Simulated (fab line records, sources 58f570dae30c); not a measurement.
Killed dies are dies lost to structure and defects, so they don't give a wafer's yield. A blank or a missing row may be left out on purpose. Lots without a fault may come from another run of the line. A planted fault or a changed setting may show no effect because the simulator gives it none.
fab line records | flow berkeley_cmos170
record lots=5 wafers=23
route steps=331 shown M3@314
start_h: hours from the record's first day to the start of the lot's first wafer shown | wait_h: hours since the lot's step before | " the same as in the row above | L1.1+2: a row that stands for several wafers | - no value, or no start given | * or withheld: withheld | < > ~ a bound
route shown NAME@n: a module of which the file shows steps, and the number in the route of the first | usual: mean/standard deviation of fault-free wafers | same: alike in all rows | chamber/n: place in a boat | sites: the reading at each site | _std_site: their standard deviation | _edge_site: outer sites' mean less inner sites' | radius_mm: how far each site lies from the wafer's centre | mask NAME#n: copy n | behind: the tool/chamber that last shaped the wafer | hold: why the lot was held/for how many hours/how that ended | device: the transistor (n, p or np) that didn't switch | end of line: the same wafers' tests at the end of the route | a step without rows: its recipe alone | killed: dies lost to structure and defects at the first sort, not the wafer's yield | map: a wafer's dies, x killed, . not, _ none there
set.NAME: the setting as run; set.NAME@STEP: as run at that earlier step | model.NAME: the simulator's own value behind a step, which no gauge read
lots whose settings were changed on purpose; a table a step, a row a wafer
## steps
# step UCB170_M3_COAT_05
# recipe resist=KrF spin_rpm=1500 resist_thk_nm=900
# columns lot.wafer tool chamber start_h wait_h set.spin_rpm model.KrF_of_M3_COAT_05.thk_nm
L074.1 litho_track-04 0 142.35 0.1 1500 902.3
L074.2 " 0 " " 1438 917.1
L074.4 " 0 " " 1438 919.3
L074.5 " 0 " " 1438 920.1
L074.6 " 0 " " 1500 900.3
L075.1 litho_track-04 0 154.99 0.1 1471 908.9
L075.2 " 0 " " 1500 898.5
L075.3 " 0 " " 1500 895.2
L075.4 " 0 " " 1500 898.8
L075.6 " 0 " " 1471 906.6
L079.1 litho_track-02 0 174.91 0.1 1500 900.4
L079.2 " 0 " " 1500 899.9
L079.3 " 0 " " 1530 891.6
L079.5 " 0 " " 1500 899.6
L079.6 " 0 " " 1530 890.9
L081.1+4 litho_track-04 0 197.23 0.1 1452 914.5
L081.2 " 0 " " 1500 900.6
L081.5 " 0 " " 1500 899.4
L081.6 " 0 " " 1500 899.5
L085.1 litho_track-03 0 210.47 0.1 1500 901.9
L085.3 " 0 " " 1500 898.2
L085.6 " 0 " " 1500 901.5
# step UCB170_M3_SOFTBAKE_06
# recipe resist=KrF temp_c=130 time_s=60
# step UCB170_M3_STRIP_07
# recipe chemistry=O2 power_w=400 pressure_mtorr=3500 platen_temp_c=withheld o2_flow_sccm=400 overash_fraction=0.5
# usual strip_time_to_endpoint_s=21.96/0.049
# columns lot.wafer tool chamber start_h wait_h set.spin_rpm@M3_COAT_05 strip_time_to_endpoint_s
L074.1 plasma_asher-04 1 142.65 0.1 1500 22.02
L074.2 " 0 " " 1438 22.37
L074.4 " 0 " " 1438 22.43
L074.5 " 0 " " 1438 22.45
L074.6 " 1 " " 1500 21.97
L075.1 plasma_asher-03 1 155.29 0.1 1471 22.16
L075.2 " 0 " " 1500 21.93
L075.3 " 0 " " 1500 21.85
L075.4 " 1 " " 1500 21.95
L075.6 " 1 " " 1471 22.12
L079.1 plasma_asher-04 1 175.21 0.1 1500 21.97
L079.2 " 0 " " 1500 21.96
L079.3 " 1 " " 1530 21.78
L079.5 " 0 " " 1500 21.94
L079.6 " 1 " " 1530 21.74
L081.1 plasma_asher-01 1 197.53 0.1 1452 22.31
L081.2 " 0 " " 1500 21.99
L081.4 " 0 " " 1452 22.32
L081.5 " 0 " " 1500 21.97
L081.6 " 1 " " 1500 21.95
L085.1 plasma_asher-04 0 210.77 0.1 1500 22.01
L085.3 " 1 " " 1500 21.93
L085.6 " 1 " " 1500 22.01
# step UCB170_M3_COAT_10
# recipe resist=KrF spin_rpm=1500 resist_thk_nm=900
# columns lot.wafer tool chamber start_h wait_h set.spin_rpm model.KrF_of_M3_COAT_10.thk_nm
L074.1 litho_track-03 0 - - 1500 903
L074.2 " 0 " " 1500 901.6
L074.4 " 0 " " 1500 903.4
L074.5 " 0 " " 1500 904.3
L074.6 " 0 " " 1500 901.4
L075.1 litho_track-02 0 - - 1609 865
L075.2 " 0 " " 1609 867.5
L075.3 " 0 " " 1500 897.2
L075.4 " 0 " " 1500 899
L075.6 " 0 " " 1500 895.5
L079.1 litho_track-03 0 - - 1435 919
L079.2 " 0 " " 1435 918.5
L079.3 " 0 " " 1500 901.2
L079.5 " 0 " " 1500 899
L079.6 " 0 " " 1500 900.7
L081.1 litho_track-03 0 - - 1500 901.9
L081.2 " 0 " " 1500 905.9
L081.4 " 0 " " 1554 886
L081.5 " 0 " " 1500 902
L081.6 " 0 " " 1554 885.3
L085.1 litho_track-04 0 - - 1500 896.8
L085.3 " 0 " " 1500 898.9
L085.6 " 0 " " 1500 899.4
## key
split step=UCB170_M3_COAT_05 setting=spin_rpm stated=1500 by=wafer
response step=UCB170_M3_COAT_05 reading=model.KrF_of_M3_COAT_05.thk_nm change=-4.47 per=1% r=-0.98
response step=UCB170_M3_STRIP_07 reading=strip_time_to_endpoint_s change=* per=1% r=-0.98
split step=UCB170_M3_COAT_10 setting=spin_rpm stated=1500 by=wafer
response step=UCB170_M3_COAT_10 reading=model.KrF_of_M3_COAT_10.thk_nm change=-4.36 per=1% r=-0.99
